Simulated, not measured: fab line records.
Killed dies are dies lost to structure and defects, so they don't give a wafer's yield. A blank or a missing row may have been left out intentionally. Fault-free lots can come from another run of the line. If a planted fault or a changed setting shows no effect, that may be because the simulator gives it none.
fab line records	flow berkeley-cmos170
[record] lots = 5	wafers = 23
route steps=331 shown M1@238 V1@261 M2@281 M3@319
start-h: hours from the record's opening day to when the first of the lot's shown wafers began	wait-h: hours elapsed since this lot's preceding step	" same as the row above	L1.1+2: one row covering several wafers at once	- no value, or no start given	* or withheld: withheld	< > ~ a bound
route shown NAME@n: names a module that has steps shown in the file, with the first one's number in the route	usual: average and standard deviation across the fault-free wafers	same: alike in all rows	chamber/n: place in a boat	sites: readings site by site	_std_site: the standard deviation of these	_edge_site: outer sites' mean less inner sites'	radius-mm: how far each site lies from the wafer's centre	mask NAME#n: copy n	behind: the most recent tool/chamber to have shaped the wafer	hold: why the lot went on hold/how many hours it stayed there/how the hold came to an end	device: transistor that didn't switch, given as n, p or np	end of line: tests run on the same wafers once the route is complete	a step with no rows: only its recipe	killed: not the wafer's yield, but the dies lost to structure and defects at the first sort	map: dies across one wafer; x = killed, . = not, _ = none there
set.NAME: setting as actually run; set.NAME@STEP: the setting as run at that earlier step	model.NAME: the simulator's own value behind a step, which no gauge read
one table per step and one row per wafer, for lots whose settings were changed on purpose
[[steps]]
[step UCB170_M1_SPUTTER_00]
[recipe] material = Al	target-thk-nm = 600	time-s = 80	power-w = 6000	chamber-pressure-pa = 0.5
lot.wafer	tool	chamber	start-h	wait-h	set.power-w	model.Al_of_M1_SPUTTER_00.thk-nm
L074.1	pvd-sputter-03	-	133.19	0.0	6000	611.6
L074.2	"	-	"	"	6000	601.2
L074.3	"	-	"	"	6000	604
L074.4	"	-	"	"	5534	554.1
L074.5	"	-	"	"	5534	554.9
L075.3	pvd-sputter-01	-	135.47	0.0	6000	602.4
L075.4	"	-	"	"	6000	604.4
L075.6	"	-	"	"	6000	604.1
L080.1	pvd-sputter-03	-	172.09	0.0	6400	636.2
L080.3	"	-	"	"	6400	642.5
L080.4	"	-	"	"	6000	599.4
L080.5	"	-	"	"	6400	640.4
L080.6	"	-	"	"	6000	607.6
L081.1	pvd-sputter-04	-	173.00	0.0	6000	608
L081.2	"	-	"	"	6000	598.2
L081.3	"	-	"	"	6000	587.4
L081.4	"	-	"	"	6290	630.4
L081.6	"	-	"	"	6290	625.5
L083.1	pvd-sputter-01	-	187.91	0.0	6267	616.2
L083.2	"	-	"	"	6000	591.6
L083.4	"	-	"	"	6267	622.1
L083.5	"	-	"	"	6267	614.4
L083.6	"	-	"	"	6000	599.4
[step UCB170_M1_RS_MEAS_01]
[recipe] thk-meas-gauge = four-point-probe	reads = Al_of_M1_SPUTTER_00
[usual] M1_AL_RS = 0.0486/0.00046
lot.wafer	tool	chamber	start-h	wait-h	set.power-w@M1_SPUTTER_00	M1_AL_RS[ohm/sq]
L074.1	film-metro-03	-	133.25	0.0	6000	0.0475
L074.2	"	-	"	"	6000	0.0485
L074.3	"	-	"	"	6000	0.0481
L074.4	"	-	"	"	5534	0.0524
L074.5	"	-	"	"	5534	0.0527
L075.3	film-metro-01	-	135.58	0.1	6000	0.0482
L075.4	"	-	"	"	6000	0.0482
L075.6	"	-	"	"	6000	0.0482
L080.1	film-metro-01	-	172.15	0.0	6400	0.0458
L080.3	"	-	"	"	6400	0.0453
L080.4	"	-	"	"	6000	0.0486
L080.5	"	-	"	"	6400	0.0454
L080.6	"	-	"	"	6000	0.0480
L081.1	film-metro-01	-	173.06	0.0	6000	0.0480
L081.2	"	-	"	"	6000	0.0487
L081.3	"	-	"	"	6000	0.0497
L081.4	"	-	"	"	6290	0.0462
L081.6	"	-	"	"	6290	0.0465
L083.1	film-metro-03	-	187.97	0.0	6267	0.0472
L083.2	"	-	"	"	6000	0.0493
L083.4	"	-	"	"	6267	0.0468
L083.5	"	-	"	"	6267	0.0474
L083.6	"	-	"	"	6000	0.0486
[step UCB170_M1_THK_MEAS_02]
[recipe] thk-meas-gauge = xrf	reads = Al_of_M1_SPUTTER_00
[usual] M1_AL_THK = 590/7.6
lot.wafer	tool	chamber	start-h	wait-h	set.power-w@M1_SPUTTER_00	M1_AL_THK[nm]
L074.1	film-metro-03	-	133.37	0.1	6000	607
L074.2	"	-	"	"	6000	599
L074.3	"	-	"	"	6000	600
L074.4	"	-	"	"	5534	549
L074.5	"	-	"	"	5534	550
L075.3	film-metro-01	-	135.68	0.1	6000	589
L075.4	"	-	"	"	6000	592
L075.6	"	-	"	"	6000	592
L080.1	film-metro-01	-	172.27	0.1	6400	623
L080.3	"	-	"	"	6400	630
L080.4	"	-	"	"	6000	589
L080.5	"	-	"	"	6400	628
L080.6	"	-	"	"	6000	599
L081.1	film-metro-01	-	173.18	0.1	6000	596
L081.2	"	-	"	"	6000	585
L081.3	"	-	"	"	6000	579
L081.4	"	-	"	"	6290	620
L081.6	"	-	"	"	6290	617
L083.1	film-metro-03	-	188.09	0.1	6267	614
L083.2	"	-	"	"	6000	587
L083.4	"	-	"	"	6267	623
L083.5	"	-	"	"	6267	616
L083.6	"	-	"	"	6000	601
[step UCB170_V1_COAT_07]
[recipe] resist = KrF	spin-rpm = 1500	resist-thk-nm = 900
lot.wafer	tool	chamber	start-h	wait-h	set.spin-rpm	model.KrF_of_V1_COAT_07.thk-nm
L075.3	litho-track-02	0	144.64	0.1	1500	901
L075.4	"	0	"	"	1500	901.7
L075.6	"	0	"	"	1500	901.6
L074.1	litho-track-01	0	144.72	0.1	1500	898.7
L074.2	"	0	"	"	1500	898
L074.3	"	0	"	"	1500	896.9
L074.4	"	0	"	"	1500	897.7
L074.5	"	0	"	"	1500	900.1
L080.1	litho-track-01	0	179.45	0.1	1500	903.5
L080.3	"	0	"	"	1435	923.8
L080.4	"	0	"	"	1435	921
L080.5	"	0	"	"	1500	904.1
L080.6	"	0	"	"	1435	923.1
L081.1	litho-track-03	0	179.71	0.1	1500	899.7
L081.2	"	0	"	"	1500	899.1
L081.3	"	0	"	"	1468	908.9
L081.4	"	0	"	"	1468	910.6
L081.6	"	0	"	"	1500	901.3
L083.1	litho-track-02	0	200.02	0.1	1500	902.4
L083.2	"	0	"	"	1391	935.6
L083.4	"	0	"	"	1391	935.9
L083.5	"	0	"	"	1391	932
L083.6	"	0	"	"	1500	900.6
[step UCB170_V1_DEVELOP_11]
[recipe] developer = TMAH	develop-time-s = 45	resist = KrF	dev-temp-c = 21
lot.wafer	tool	chamber	start-h	wait-h	set.develop-time-s
L075.3+4+6	litho-track-03	0	-	-	45
L074.1+3	litho-track-02	0	-	-	45
L074.2+4+5	"	0	"	"	49.47
L080.1+3+6	litho-track-01	0	-	-	45
L080.4+5	"	0	"	"	39.08
L081.1+2+3+4+6	litho-track-01	0	-	-	45
L083.1+2+5	litho-track-01	0	-	-	51.25
L083.4+6	"	0	"	"	45
[step UCB170_V1_ETCH_14]
[recipe] chemistry = CHF3/CF4/Ar	target = SiO2	stop-on = Al	CHF3_flow_sccm = 45	cf4-flow-sccm = 15	Ar_flow_sccm = 150	pressure-mtorr = 200	rf-w = 700	target-depth-a = 12500	over-etch-frac = 0.25	time-s = 291
lot.wafer	tool	chamber	start-h	wait-h	set.spin-rpm@V1_COAT_07	model.KrF_of_V1_COAT_07.thk-nm
L075.3	rie-diel-02	3	146.00	0.0	1500	607.4
L075.4	"	1	"	"	1500	618.1
L075.6	"	1	"	"	1500	616.2
L074.1	rie-diel-01	0	146.05	0.0	1500	610.8
L074.2	"	2	"	"	1500	606.1
L074.3	"	3	"	"	1500	605.7
L074.4	"	2	"	"	1500	603.7
L074.5	"	0	"	"	1500	609.5
L080.1	rie-diel-02	3	180.51	0.0	1500	604.6
L080.3	"	0	"	"	1435	634.4
L080.4	"	1	"	"	1435	635.2
L080.5	"	1	"	"	1500	616.9
L080.6	"	0	"	"	1435	637.7
L081.1	rie-diel-01	0	180.83	0.0	1500	610.1
L081.2	"	3	"	"	1500	607.3
L081.3	"	2	"	"	1468	620.2
L081.4	"	1	"	"	1468	621.6
L081.6	"	3	"	"	1500	608.8
L083.1	rie-diel-01	2	201.47	0.0	1500	617.9
L083.2	"	0	"	"	1391	645
L083.4	"	0	"	"	1391	646.9
L083.5	"	2	"	"	1391	644.2
L083.6	"	3	"	"	1500	608.6
[step UCB170_V1_STRIP_15]
[recipe] chemistry = O2	power-w = 400	pressure-mtorr = 3500	platen-temp-c = withheld	o2-flow-sccm = 400	overash-fraction = 0.5
[usual] strip-time-to-endpoint-s = 15.33/0.12
lot.wafer	tool	chamber	start-h	wait-h	set.spin-rpm@V1_COAT_07	strip-time-to-endpoint-s
L075.3	plasma-asher-04	0	146.21	0.1	1500	15.25
L075.4	"	1	"	"	1500	15.50
L075.6	"	0	"	"	1500	15.45
L074.1	plasma-asher-02	0	146.22	0.1	1500	15.33
L074.2	"	1	"	"	1500	15.20
L074.3	"	1	"	"	1500	15.22
L074.4	"	0	"	"	1500	15.17
L074.5	"	1	"	"	1500	15.30
L080.1	plasma-asher-03	0	180.69	0.1	1500	15.18
L080.3	"	0	"	"	1435	15.88
L080.4	"	1	"	"	1435	15.83
L080.5	"	1	"	"	1500	15.46
L080.6	"	0	"	"	1435	15.91
L081.1	plasma-asher-03	1	181.01	0.1	1500	15.30
L081.2	"	0	"	"	1500	15.24
L081.3	"	0	"	"	1468	15.57
L081.4	"	1	"	"	1468	15.57
L081.6	"	0	"	"	1500	15.30
L083.1	plasma-asher-03	1	201.65	0.1	1500	15.50
L083.2	"	0	"	"	1391	16.07
L083.4	"	1	"	"	1391	16.12
L083.5	"	0	"	"	1391	16.06
L083.6	"	1	"	"	1500	15.28
[step UCB170_M2_COAT_10]
[recipe] resist = KrF	spin-rpm = 1500	resist-thk-nm = 900
lot.wafer	tool	chamber	start-h	wait-h	set.resist-thk-nm	model.KrF_of_M2_COAT_10.thk-nm
L075.3	litho-track-01	0	-	-	900	895.8
L075.4	"	0	"	"	900	896.7
L075.6	"	0	"	"	900	894
L074.1	litho-track-04	0	-	-	900	894.1
L074.2	"	0	"	"	900	894.5
L074.3	"	0	"	"	952.2	947.3
L074.4	"	0	"	"	952.2	949.3
L074.5	"	0	"	"	952.2	946.8
L080.1	litho-track-04	0	-	-	900	897.1
L080.3	"	0	"	"	900	898.1
L080.4	"	0	"	"	900	898
L080.5	"	0	"	"	900	901.4
L080.6	"	0	"	"	900	901.5
L081.1	litho-track-02	0	-	-	900	897.4
L081.2	"	0	"	"	936.6	937.9
L081.3	"	0	"	"	936.6	935.2
L081.4	"	0	"	"	936.6	934.7
L081.6	"	0	"	"	900	900.2
L083.1	litho-track-02	0	-	-	900	900.7
L083.2	"	0	"	"	950.6	950.8
L083.4	"	0	"	"	900	902.9
L083.5	"	0	"	"	950.6	952.5
L083.6	"	0	"	"	950.6	953
[step UCB170_M3_COAT_10]
[recipe] resist = KrF	spin-rpm = 1500	resist-thk-nm = 900
lot.wafer	tool	chamber	start-h	wait-h	set.resist-thk-nm	model.KrF_of_M3_COAT_10.thk-nm
L075.3	litho-track-04	0	-	-	900	898.1
L075.4	"	0	"	"	900	898.7
L075.6	"	0	"	"	900	897.6
L074.1	litho-track-03	0	-	-	900	895.1
L074.2	"	0	"	"	900	895.2
L074.3	"	0	"	"	900	894.7
L074.4	"	0	"	"	900	896.5
L074.5	"	0	"	"	900	898.5
L080.1	litho-track-02	0	-	-	854.9	850.8
L080.3	"	0	"	"	854.9	853.9
L080.4	"	0	"	"	900	896.9
L080.5	"	0	"	"	854.9	855.1
L080.6	"	0	"	"	900	899.1
L081.1+3	litho-track-03	0	-	-	939.3	938.6
L081.2+4	"	0	"	"	900	899.3
L081.6	"	0	"	"	939.3	938.1
L083.1	litho-track-03	0	-	-	875.2	873.3
L083.2	"	0	"	"	900	900.8
L083.4	"	0	"	"	900	898.8
L083.5	"	0	"	"	875.2	877.8
L083.6	"	0	"	"	900	901.1
[step UCB170_M3_METAL_ETCH_18]
[recipe] chemistry = Cl2/BCl3	target = Al	stop-on = SiO2	pressure-mtorr = 12	target-depth-a = 11700	over-etch-frac = 0.3	time-s = 195	icp-w = 600	bias-w = 120	Cl2_flow_sccm = 90	bcl3-flow-sccm = 45
lot.wafer	tool	chamber	start-h	wait-h	set.time-s	model.SiO2_of_V2_CVD_00.thk-nm	model.M3.cd-nm
L074.1	rie-metal-02	0	156.25	-	195	941.8	701.5
L074.2	"	1	"	"	208.3	932.6	697.2
L074.3	"	0	"	"	195	942.9	702
L074.4	"	1	"	"	195	937	700
L074.5	"	0	"	"	208.3	936.6	696.6
L075.3	rie-metal-03	0	156.26	-	195	937.2	703.1
L075.4	"	1	"	"	195	938.1	705
L075.6	"	1	"	"	195	937	704.1
L080.1	rie-metal-04	1	191.25	-	222.1	929.8	695.8
L080.3	"	0	"	"	195	937.2	704.2
L080.4	"	1	"	"	222.1	930.1	697.2
L080.5	"	0	"	"	195	937.3	705.3
L080.6	"	1	"	"	222.1	929.2	695.4
L081.1	rie-metal-03	0	191.58	-	195	937.4	706
L081.2	"	1	"	"	195	938	703.4
L081.3	"	0	"	"	195	938.3	706.1
L081.4	"	1	"	"	195	937.9	703.6
L081.6	"	0	"	"	195	937.5	705.9
L083.1	rie-metal-04	0	211.92	-	195	936.2	703
L083.2	"	1	"	"	195	937.6	705.7
L083.4	"	1	"	"	204.7	935.3	700.3
L083.5	"	1	"	"	204.7	935.1	699
L083.6	"	0	"	"	195	937.9	703.2
[step UCB170_M3_STRIP_19]
[recipe] chemistry = O2	power-w = 400	pressure-mtorr = 3500	platen-temp-c = withheld	o2-flow-sccm = 400	overash-fraction = 0.5
[step UCB170_M3_CD_MEAS_90]
[recipe] target-cd-nm = 700
[usual] cd-nm = 702.4/2.8
lot.wafer	tool	chamber	start-h	wait-h	set.time-s@M3_METAL_ETCH_18	cd-nm
L075.3	cd-sem-02	-	156.53	0.1	195	703.3
L075.4	"	-	"	"	195	705.0
L075.6	"	-	"	"	195	704.0
L074.1	cd-sem-01	-	156.54	0.1	195	701.7
L074.2	"	-	"	"	208.3	696.8
L074.3	"	-	"	"	195	702.1
L074.4	"	-	"	"	195	699.5
L074.5	"	-	"	"	208.3	696.6
L080.1	cd-sem-01	-	191.60	0.1	222.1	695.7
L080.3	"	-	"	"	195	704.3
L080.4	"	-	"	"	222.1	697.4
L080.5	"	-	"	"	195	705.3
L080.6	"	-	"	"	222.1	695.1
L081.1	cd-sem-02	-	191.87	0.1	195	706.1
L081.2	"	-	"	"	195	703.6
L081.3	"	-	"	"	195	706.1
L081.4	"	-	"	"	195	703.4
L081.6	"	-	"	"	195	706.1
L083.1	cd-sem-02	-	212.21	0.1	195	703.0
L083.2	"	-	"	"	195	706.1
L083.4	"	-	"	"	204.7	700.3
L083.5	"	-	"	"	204.7	698.9
L083.6	"	-	"	"	195	703.2
[[key]]
[split] step = UCB170_M1_SPUTTER_00	setting = power-w	stated = 6000	by = wafer
[response] step = UCB170_M1_SPUTTER_00	reading = model.Al_of_M1_SPUTTER_00.thk-nm	change = +5.96	per = 1%	r = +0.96
[response] step = UCB170_M1_RS_MEAS_01	reading = M1_AL_RS	change = -0.000497	per = 1%	r = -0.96
[response] step = UCB170_M1_THK_MEAS_02	reading = M1_AL_THK	change = +5.98	per = 1%	r = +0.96
[split] step = UCB170_V1_COAT_07	setting = spin-rpm	stated = 1500	by = wafer
[response] step = UCB170_V1_COAT_07	reading = model.KrF_of_V1_COAT_07.thk-nm	change = -4.5	per = 1%	r = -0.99
[response] step = UCB170_V1_ETCH_14	reading = model.KrF_of_V1_COAT_07.thk-nm	change = -4.83	per = 1%	r = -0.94
[response] step = UCB170_V1_STRIP_15	reading = strip-time-to-endpoint-s	change = *	per = 1%	r = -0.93
[split] step = UCB170_V1_DEVELOP_11	setting = develop-time-s	stated = 45	by = wafer
response none clear
[split] step = UCB170_M2_COAT_10	setting = resist-thk-nm	stated = 900	by = wafer
[response] step = UCB170_M2_COAT_10	reading = model.KrF_of_M2_COAT_10.thk-nm	change = +9.1	per = 1%	r = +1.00
[split] step = UCB170_M3_COAT_10	setting = resist-thk-nm	stated = 900	by = wafer
[response] step = UCB170_M3_COAT_10	reading = model.KrF_of_M3_COAT_10.thk-nm	change = +8.94	per = 1%	r = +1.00
[split] step = UCB170_M3_METAL_ETCH_18	setting = time-s	stated = 195	by = wafer
[response] step = UCB170_M3_METAL_ETCH_18	reading = model.SiO2_of_V2_CVD_00.thk-nm	change = -0.589	per = 1%	r = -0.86
[response] step = UCB170_M3_METAL_ETCH_18	reading = model.M3.cd-nm	change = -0.643	per = 1%	r = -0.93
[response] step = UCB170_M3_CD_MEAS_90	reading = cd-nm	change = -0.656	per = 1%	r = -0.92
